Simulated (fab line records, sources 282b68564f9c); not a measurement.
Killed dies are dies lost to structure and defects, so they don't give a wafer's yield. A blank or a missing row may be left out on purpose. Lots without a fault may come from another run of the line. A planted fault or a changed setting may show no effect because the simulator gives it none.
Which tool did it? | flow rit_cmos | 16 lots, 48 wafers sampled, at 2 steps of a route of 202

WHAT THE GAUGES READ, wafer by wafer
RIT_NSD_OVL_MEAS_06.
lot  | measured    | on         | NSD_OVL (nm)
L364 | day 3 00:16 | overlay-02 | 0.1 0.9 0.8
L365 | day 3 03:18 | overlay-02 | -1.7 -2.1 -2.7
L367 | day 3 14:31 | overlay-01 | 0.2 0.3 0.0
L368 | day 3 20:58 | overlay-01 | -5.5 -5.3 -5.8
L369 | day 4 00:25 | overlay-01 | 2.6 1.0 1.9
L370 | day 4 04:01 | overlay-02 | -1.5 -1.2 -2.8
L371 | day 4 10:26 | overlay-01 | 8.4 8.4 7.6
L372 | day 4 14:35 | overlay-01 | -3.0 -3.0 -2.3
L373 | day 4 20:42 | overlay-02 | -4.1 -2.7 -2.5
L374 | day 5 00:47 | overlay-02 | 8.8 9.1 9.9
L375 | day 5 05:35 | overlay-01 | 8.7 9.4 8.9
L376 | day 5 10:41 | overlay-01 | -3.7 -1.8 -2.0
L377 | day 5 15:29 | overlay-02 | 8.8 10.2 9.3
L383 | day 6 22:13 | overlay-02 | -2.3 -1.7 -1.1
L384 | day 7 05:13 | overlay-02 | 0.1 -0.8 -1.5
L387 | day 7 23:26 | overlay-01 | -3.8 -4.9 -3.7

WHICH TOOL RAN EACH LOT (tool, then ch and the chambers of the sampled wafers, then the start)
lot  | RIT_NSD_EXPOSE_03
L364 | iline_stepper-01 ch 0, day 2 23:52
L365 | iline_stepper-02 ch 0, day 3 02:55
L367 | iline_stepper-01 ch 0, day 3 14:07
L368 | iline_stepper-02 ch 0, day 3 20:34
L369 | iline_stepper-01 ch 0, day 4 00:01
L370 | iline_stepper-01 ch 0, day 4 03:37
L371 | iline_stepper-01 ch 0, day 4 10:02
L372 | iline_stepper-02 ch 0, day 4 14:11
L373 | iline_stepper-02 ch 0, day 4 20:18
L374 | iline_stepper-01 ch 0, day 5 00:23
L375 | iline_stepper-01 ch 0, day 5 05:08
L376 | iline_stepper-02 ch 0, day 5 10:14
L377 | iline_stepper-01 ch 0, day 5 14:55
L383 | iline_stepper-02 ch 0, day 6 21:49
L384 | iline_stepper-02 ch 0, day 7 04:49
L387 | iline_stepper-02 ch 0, day 7 23:03
- RIT_NSD_EXPOSE_03: exposes mask M9, target cd 40700 nm.

WHAT THE TOOLS THEMSELVES READ (means of the sampled wafers that have a number; where no wafer has one, the mark that the record gives instead)
RIT_NSD_EXPOSE_03.
lot  | tool             | reticle_temp_C (C)
L364 | iline_stepper-01 | 23.14
L365 | iline_stepper-02 | 23.07
L367 | iline_stepper-01 | 22.86
L368 | iline_stepper-02 | 22.97
L369 | iline_stepper-01 | 22.97
L370 | iline_stepper-01 | 22.88
L371 | iline_stepper-01 | 22.93
L372 | iline_stepper-02 | 23.01
L373 | iline_stepper-02 | 23.02
L374 | iline_stepper-01 | 22.98
L375 | iline_stepper-01 | 23.03
L376 | iline_stepper-02 | 23.02
L377 | iline_stepper-01 | 23.07
L383 | iline_stepper-02 | 22.94
L384 | iline_stepper-02 | 23.04
L387 | iline_stepper-02 | 22.91

THE ANSWER, worked out from the rows above alone
Rule: what is usual is taken from the lots themselves. Put in order of their means at a reading, lots are off if they are a third of the lots or fewer, leave a main group of 4 or more, and stand apart from it by a gap of 3 or more times the standard deviation of the main group's means; of several such gaps the widest counts. A main group whose means are all the same, to the digits that the tables above print for the reading, isn't used. A lot without any number at a reading at which 4 lots or more have one is off too. The other lots that the step has rows for count as sound. The gauges are gone through in route order, then the tools' own readings, and for those a lot's mean is taken as printed above. The first step at which some lot is off is used, and at that step the reading that is off furthest; a lot without a number counts as furthest.
Off: L371, L374, L375, L377, at RIT_NSD_OVL_MEAS_06 (NSD_OVL). The main group: mean -1.8 nm, standard deviation 2.
A tool fits if, at a process step before that reading, it ran every lot that is off, and no sound lot after the first of them. The gauges at RIT_NSD_OVL_MEAS_06 are tried like those tools. One fits: iline_stepper-01 at RIT_NSD_EXPOSE_03. Its last sound lot is L370 (day 4 03:37), its first lot that is off L371 (day 4 10:02): a fault that began between those two fits.

WHAT THE SIMULATOR HAD PUT IN
Scanner matching overlay: iline_stepper-01, from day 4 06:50 on, at RIT_NSD_EXPOSE_03. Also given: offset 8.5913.
Lots struck among those shown: L371, L374, L375, L377. The rule above found the same.
